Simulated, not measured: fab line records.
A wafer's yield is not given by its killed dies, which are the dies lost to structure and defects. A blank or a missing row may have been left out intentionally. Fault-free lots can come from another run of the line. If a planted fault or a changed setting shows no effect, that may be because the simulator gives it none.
Which tool was responsible? + flow rit-cmos + 15 lots with 45 wafers sampled at 2 steps, on a route of 202 steps

## WHAT THE GAUGES SHOWED, per wafer
No reading from a measuring or inspecting step in the record can be judged against a usual standard deviation.

## TOOL THAT RAN EACH LOT (tool first, then ch and the chambers of the sampled wafers, then the start)
| lot  | RIT_FOX1_WET_ETCH_02           | RIT_M1_PROBE_99        |
|------|--------------------------------|------------------------|
| L314 | wet-bench-01 ch 2, day 1 19:35 | -                      |
| L318 | wet-bench-01 ch 2, day 2 15:58 | -                      |
| L319 | wet-bench-01 ch 1, day 2 20:10 | -                      |
| L321 | wet-bench-03 ch 0, day 3 05:37 | -                      |
| L323 | wet-bench-03 ch 2, day 3 15:26 | -                      |
| L324 | wet-bench-03 ch 2, day 3 19:01 | -                      |
| L325 | wet-bench-01 ch 3, day 4 00:01 | -                      |
| L326 | wet-bench-04 ch 1, day 4 09:00 | -                      |
| L327 | wet-bench-04 ch 1, day 4 16:34 | -                      |
| L328 | wet-bench-01 ch 3, day 4 20:23 | -                      |
| L329 | wet-bench-04 ch 0, day 5 00:28 | prober-01, day 7 00:28 |
| L330 | wet-bench-03 ch 1, day 5 04:15 | -                      |
| L331 | wet-bench-01 ch 2, day 5 09:17 | -                      |
| L336 | wet-bench-01 ch 2, day 6 08:29 | -                      |
| L337 | wet-bench-01 ch 1, day 6 14:20 | -                      |
- RIT_FOX1_WET_ETCH_02: etches SiO2 in BOE, target depth 350 nm, time 390 s.
- RIT_M1_PROBE_99

## AS READ BY THE TOOLS THEMSELVES (means over the sampled wafers that have a number; for cases with no such wafer, the mark the record gives instead)
RIT_FOX1_WET_ETCH_02. Usual: bath-heat-duty-pct 1.7 %, standard deviation 0.41; run-length-s 419 s, standard deviation 3.9.
| lot  | tool         | bath-heat-duty-pct (%) | run-length-s (s) | flag |
|------|--------------|------------------------|------------------|------|
| L314 | wet-bench-01 | 1.5                    | 416              |      |
| L318 | wet-bench-01 | 1.8                    | 416              |      |
| L319 | wet-bench-01 | 1.9                    | 417              |      |
| L321 | wet-bench-03 | 1.6                    | 417              |      |
| L323 | wet-bench-03 | 1.9                    | 425              |      |
| L324 | wet-bench-03 | 1.4                    | 425              |      |
| L325 | wet-bench-01 | 1.9                    | 416              |      |
| L326 | wet-bench-04 | 1.5                    | 416              |      |
| L327 | wet-bench-04 | 1.7                    | 416              |      |
| L328 | wet-bench-01 | -                      | -                | OFF  |
| L329 | wet-bench-04 | -                      | -                | OFF  |
| L330 | wet-bench-03 | -                      | -                | OFF  |
| L331 | wet-bench-01 | 1.6                    | 416              |      |
| L336 | wet-bench-01 | 1.6                    | 424              |      |
| L337 | wet-bench-01 | 2.2                    | 424              |      |

RIT_M1_PROBE_99. Usual: killed_at_M0_to_M3 0.0, standard deviation 0.25; killed-at-contacts 0.0, standard deviation 0.18; killed-at-front-end 7, standard deviation 3.4; killed-dies 7, standard deviation 3.4; killed-open 3.7, standard deviation 2.2; killed-short 3.6, standard deviation 2.2.
| lot  | tool      | killed_at_M0_to_M3 | killed-at-contacts | killed-at-front-end | killed-dies | killed-open | killed-short | flag |
|------|-----------|--------------------|--------------------|---------------------|-------------|-------------|--------------|------|
| L329 | prober-01 | 0.0                | 0.0                | 9                   | 9           | 6.0         | 3.0          |      |

## THE ANSWER, worked out from the rows above alone
Rule: a lot counts as off when the mean over its wafers that have a number is more than 3 standard deviations away from the usual mean. A lot without any number at a reading at which 4 lots or more have one is off too. Any other lot the step has rows for is counted as sound. After the gauges, taken in route order, come the tools' own readings; for these a lot's mean is taken, as printed above. At the first step where some lot is off, the reading lying furthest off is the one used; lots without a number count as furthest.
Off at RIT_FOX1_WET_ETCH_02 (bath-heat-duty-pct): L328, L329, L330. Without a number there: L328, L329, L330.
A tool fits if, at that step or a process step before it, it ran every lot that is off, and no sound lot after the first of them. Not one of the candidates tried fits.

## WHAT THE SIMULATOR PUT IN
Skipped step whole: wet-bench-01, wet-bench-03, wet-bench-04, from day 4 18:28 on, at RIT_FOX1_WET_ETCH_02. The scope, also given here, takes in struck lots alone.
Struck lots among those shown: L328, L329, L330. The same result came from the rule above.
